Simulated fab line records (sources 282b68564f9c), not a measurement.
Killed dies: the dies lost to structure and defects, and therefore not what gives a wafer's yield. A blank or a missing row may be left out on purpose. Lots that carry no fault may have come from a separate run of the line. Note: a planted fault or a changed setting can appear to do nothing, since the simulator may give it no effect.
Check for tools in common | flow ritCmos | Sampled: 14 lots, 42 wafers

REASON FOR OPENING
At RIT_SDANNEAL_RS_MEAS_04 the reading PSD_RS is flagged on 2 of 14 lots. Wafers without a fault read 115.9 ohm/sq, standard deviation 0.31.
Rule: a lot is flagged in two cases, either no wafer of it has a number, or all its wafers with numbers fall more than 4 standard deviations from that mean. The rest of the lots are taken to be sound.

lot  | measured    | on           | PSD_RS (ohm/sq), wafer by wafer | flag
L533 | day 3 08:26 | filmMetro-01 | 116.2 116.3 116.3               | 
L534 | day 3 17:48 | filmMetro-01 | 116.2 116.4 115.8               | 
L537 | day 4 11:31 | filmMetro-03 | 115.7 115.8 115.9               | 
L539 | day 4 14:28 | filmMetro-02 | 116.0 115.6 115.8               | 
L540 | day 5 06:01 | filmMetro-02 | 115.9 116.1 116.0               | 
L541 | day 5 08:50 | filmMetro-02 | 115.6 115.5 115.8               | 
L543 | day 5 14:36 | filmMetro-03 | 115.8 115.9 115.3               | 
L544 | day 5 22:38 | filmMetro-02 | 116.0 116.0 116.1               | 
L546 | day 6 10:26 | filmMetro-01 | 116.3 116.0 115.9               | 
L547 | day 6 16:55 | filmMetro-03 | 165.9 165.7 166.0               | FLAGGED
L548 | day 6 22:57 | filmMetro-03 | 115.8 116.0 116.3               | 
L549 | day 6 23:09 | filmMetro-02 | 165.6 166.0 166.0               | FLAGGED
L550 | day 7 10:59 | filmMetro-03 | 116.1 116.2 116.2               | 
L556 | day 8 21:27 | filmMetro-02 | 115.7 115.9 115.6               | 
On average the flagged lots read 165.9 ohm/sq, which is +50.0 ohm/sq against the usual, or +99 or more standard deviations.

LOT BY LOT: THE TOOL USED
The record holds 1 process step before the reading, out of a route of 202 steps. In each cell: the tool, then ch and the chambers that the sampled wafers went through, then the start.
lot  | flag    | RIT_SDANNEAL_RTA_03
L533 |         | rtpAnneal-02 ch 0, day 3 08:22
L534 |         | rtpAnneal-02 ch 0, day 3 17:44
L537 |         | rtpAnneal-02 ch 0, day 4 11:26
L539 |         | rtpAnneal-02 ch 0, day 4 14:23
L540 |         | rtpAnneal-01 ch 0, day 5 05:54
L541 |         | rtpAnneal-02 ch 0, day 5 08:47
L543 |         | rtpAnneal-02 ch 0, day 5 14:32
L544 |         | rtpAnneal-01 ch 0, day 5 22:34
L546 |         | rtpAnneal-01 ch 0, day 6 10:22
L547 | FLAGGED | rtpAnneal-02 ch 0, day 6 16:50
L548 |         | rtpAnneal-01 ch 0, day 6 22:53
L549 | FLAGGED | rtpAnneal-02 ch 0, day 6 23:05
L550 |         | rtpAnneal-01 ch 0, day 7 10:55
L556 |         | rtpAnneal-01 ch 0, day 8 21:23
What is done by these steps:
- RIT_SDANNEAL_RTA_03: time 5 s.
- RIT_SDANNEAL_RS_MEAS_04: measures by four-point-probe.

FLAGGED AGAINST TOTAL, ONE TOOL AT A TIME (gauges that did the reading follow at the end)
step                    | tool         | lots run | flagged | share of the flagged lots | sound lots run after its first flagged lot
RIT_SDANNEAL_RTA_03     | rtpAnneal-01 | 6        | 0       | none                      | -
RIT_SDANNEAL_RTA_03     | rtpAnneal-02 | 8        | 2       | all                       | 0
RIT_SDANNEAL_RS_MEAS_04 | filmMetro-01 | 3        | 0       | none                      | -
RIT_SDANNEAL_RS_MEAS_04 | filmMetro-02 | 6        | 1       | some                      | 1 (L556)
RIT_SDANNEAL_RS_MEAS_04 | filmMetro-03 | 5        | 1       | some                      | 2 (L548,L550)

WHAT THE TABLE PERMITS
In the table, 1 row covers all flagged lots: rtpAnneal-02 at RIT_SDANNEAL_RTA_03.
- rtpAnneal-02 at RIT_SDANNEAL_RTA_03 ran 8 lots, 2 of them flagged. It ran its last sound lot, L543, at day 5 14:32 and its first flagged lot, L547, at day 6 16:50: a fault with its onset between the two fits. Its own readings (wafer_temp_C_max) fall more than 4 standard deviations out on all wafers of the flagged lots.
Left over: one tool, rtpAnneal-02 at RIT_SDANNEAL_RTA_03.

WHAT THE SIMULATOR HAD PUT IN
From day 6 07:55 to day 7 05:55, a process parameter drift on rtpAnneal-02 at RIT_SDANNEAL_RTA_03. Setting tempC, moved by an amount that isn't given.
Shown lots that were struck: L547, L549. Same finding as the rule above.
